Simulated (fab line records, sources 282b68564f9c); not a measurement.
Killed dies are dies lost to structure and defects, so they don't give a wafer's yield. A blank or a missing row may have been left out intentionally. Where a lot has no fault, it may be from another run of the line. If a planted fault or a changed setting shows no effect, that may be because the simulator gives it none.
Shared-tool check    flow rit-cmos    Sample size 13 lots and 39 wafers

== REASON IT WAS OPENED ==
1 of 13 lots carry a flag on the reading PSD_TW at RIT_PSD_TW_MEAS_10. Fault-free wafers read 3431, with a standard deviation of 15.
Rule: flag the lot when none of its wafers has a number, or when each of its wafers that has one lies beyond 4 standard deviations from that mean. The other lots count as sound.

lot   measured     on             PSD_TW, wafer by wafer  flag
L230  day 3 00:33  film-metro-04  3444 3434 3438          
L233  day 3 17:04  film-metro-02  3426 3428 3430          
L234  day 3 22:26  film-metro-04  3413 3439 3442          
L235  day 4 05:32  film-metro-03  3440 3431 3438          
L236  day 4 08:23  film-metro-04  3429 3417 3416          
L237  day 4 16:58  film-metro-04  3421 3435 3423          
L238  day 4 18:59  film-metro-04  3416 3432 3431          
L240  day 5 03:04  film-metro-04  30 30 30                FLAGGED
L242  day 5 12:14  film-metro-04  3436 3435 3451          
L243  day 5 19:05  film-metro-02  3427 3426 3433          
L251  day 7 12:08  film-metro-04  3429 3421 3437          
L252  day 7 16:57  film-metro-04  3436 3419 3420          
L253  day 7 22:34  film-metro-04  3443 3428 3452          
Averaged over the flagged lots the numbers come to 30, -3401 from the usual (-99 or more standard deviations).

== TOOL THAT RAN EACH LOT ==
The record keeps 1 process step preceding the reading, out of 202 steps on the route. Each cell gives the tool, then ch followed by the chambers the sampled wafers passed through, then the start.
lot   flag     RIT_PSD_EXPOSE_03
L230           iline-stepper-02 ch 0, day 2 23:39
L233           iline-stepper-02 ch 0, day 3 16:10
L234           iline-stepper-01 ch 0, day 3 21:24
L235           iline-stepper-01 ch 0, day 4 04:37
L236           iline-stepper-02 ch 0, day 4 07:29
L237           iline-stepper-02 ch 0, day 4 16:03
L238           iline-stepper-01 ch 0, day 4 18:05
L240  FLAGGED  iline-stepper-02 ch 0, day 5 02:10
L242           iline-stepper-02 ch 0, day 5 11:20
L243           iline-stepper-01 ch 0, day 5 18:13
L251           iline-stepper-02 ch 0, day 7 11:14
L252           iline-stepper-02 ch 0, day 7 16:02
L253           iline-stepper-01 ch 0, day 7 21:27
What is done by these steps:
- RIT_PSD_EXPOSE_03: exposes mask M10, target cd 40900 nm.
- RIT_PSD_TW_MEAS_10

== FLAGGED AGAINST TOTAL, ONE TOOL AT A TIME (gauges that did the reading follow at the end) ==
step                tool              lots run  flagged  share of the flagged lots  sound lots run after its first flagged lot
RIT_PSD_EXPOSE_03   iline-stepper-01  5         0        none                       -
RIT_PSD_EXPOSE_03   iline-stepper-02  8         1        all                        3 (L242,L251,L252)
RIT_PSD_TW_MEAS_10  film-metro-02     2         0        none                       -
RIT_PSD_TW_MEAS_10  film-metro-03     1         0        none                       -
RIT_PSD_TW_MEAS_10  film-metro-04     10        1        all                        4 (L242,L251,L252,L253)

== WHAT THE TABLE PERMITS ==
2 rows of the table ran every flagged lot: iline-stepper-02 at RIT_PSD_EXPOSE_03, film-metro-04 at RIT_PSD_TW_MEAS_10.
- iline-stepper-02 at RIT_PSD_EXPOSE_03: 1 of its 8 lots flagged. Sound lots followed the first flagged one (L242, L251, L252) on it, something a lasting fault affecting the whole tool could not allow.
- film-metro-04 at RIT_PSD_TW_MEAS_10: 1 of its 10 lots flagged. Sound lots followed the first flagged one (L242, L251, L252, L253) on it, something a lasting fault affecting the whole tool could not allow.
Not one row of the table ran every flagged lot while running no sound lot after the first.

== WHAT HAD BEEN PUT IN BY THE SIMULATOR ==
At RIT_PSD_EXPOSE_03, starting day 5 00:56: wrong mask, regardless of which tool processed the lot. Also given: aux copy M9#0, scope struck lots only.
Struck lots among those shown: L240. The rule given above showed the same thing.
